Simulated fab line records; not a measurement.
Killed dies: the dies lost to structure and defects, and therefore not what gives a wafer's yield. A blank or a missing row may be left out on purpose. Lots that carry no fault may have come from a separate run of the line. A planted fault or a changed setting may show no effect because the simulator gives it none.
The same fault as seen by 2 desks :: flow rit-cmos :: every desk sees just its own numbers, and what lay behind them comes last

AT THE METROLOGY DESK
Means of the sampled wafers that have a number, per lot and without regard to the tool the lot ran on: this is what the gauges read. The brackets show how far a lot's mean lies from the usual mean; more than 4 standard deviations puts the lot out of limits, marked OUT.
Columns: A = GATE_OXIDE_THK at RIT_GATE_THK_MEAS_07, usual 3.05 nm; B = NSD_TW at RIT_NSD_TW_MEAS_10, usual 3144; C = PSD_RS at RIT_SDANNEAL_RS_MEAS_04, usual 116.06 ohm/sq
lot: L571
first seen here: day 2 19:21
A: 3.07
B: 3097
C: 115.89

lot: L572
first seen here: day 3 00:39
A: 3.09
B: 3163
C: 116.03

lot: L574
first seen here: day 3 09:32
A: 3.04
B: 3166
C: 116.11

lot: L575
first seen here: day 3 11:23
A: 3.06
B: 3155
C: 116.12

lot: L576
first seen here: day 3 16:07
A: 3.09
B: 3162
C: 115.92

lot: L577
first seen here: day 3 19:33
A: 3.09
B: 3161
C: 117.99 (+6.6) OUT

lot: L578
first seen here: day 3 22:11
A: 3.01
B: 3151
C: 117.72 (+5.7) OUT

lot: L579
first seen here: day 4 05:47
A: 3.05
B: 3136
C: 116.26

lot: L580
first seen here: day 4 17:10
A: 2.99
B: 3140
C: 118.00 (+6.7) OUT

lot: L581
first seen here: day 4 23:41
A: 2.97
B: 3122
C: 116.16

lot: L586
first seen here: day 5 23:26
A: 3.02
B: 3147
C: 115.98

lot: L589
first seen here: day 6 15:09
A: 3.08
B: 3119
C: 116.35

lot: L590
first seen here: day 6 17:34
A: 3.13
B: 3163
C: 116.38

lot: L592
first seen here: day 7 02:13
A: 3.05
B: 3164
C: 115.67

lot: L593
first seen here: day 7 07:32
A: 3.14
B: 3157
C: 116.26
Per this desk, out of limits: L577, L578, L580; the first was L577, day 4 11:15 (PSD_RS at RIT_SDANNEAL_RS_MEAS_04). In limits: L571, L572, L574, L575, L576, L579, L581, L586, L589, L590, L592, L593.

AT THE TOOL OWNER'S DESK: implanter-02
The tool's own readings at RIT_PSD_IMPLANT_08, given as means over the sampled wafers that have a number, one for each lot that went through this tool. The brackets show how far a lot's mean lies from the usual mean; more than 4 standard deviations puts the lot out of limits, marked OUT.
Columns: A = beam-energy-keV at RIT_PSD_IMPLANT_08, usual 27.001
lot: L571
first seen here: day 3 11:08
A: 27.000

lot: L572
first seen here: day 3 16:27
A: 26.995

lot: L575
first seen here: day 4 03:39
A: 26.998

lot: L576
first seen here: day 4 07:40
A: 27.003

lot: L577
first seen here: day 4 10:17
A: 26.991

lot: L578
first seen here: day 4 14:29
A: 26.990

lot: L580
first seen here: day 5 10:20
A: 27.013
Result from this desk: across the 7 lots, nothing is out of limits.

ALL TOGETHER
At day 4 11:15 the metrology desk could have sounded an alarm, on L577, L578, L580.
Nothing out of limits was seen by the tool owner's desk.
The tool owner's desk has L577, L578, L580 on record, within its limits.
On implanter-02, each named lot ran RIT_PSD_IMPLANT_08.

WHAT THE SIMULATOR PUT IN
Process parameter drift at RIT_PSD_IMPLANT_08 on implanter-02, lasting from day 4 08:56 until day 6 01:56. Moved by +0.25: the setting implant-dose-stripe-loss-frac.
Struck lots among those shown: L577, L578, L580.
Per desk, hours elapsed from the start of the fault to the first reading out of limits: for the metrology desk, 2.
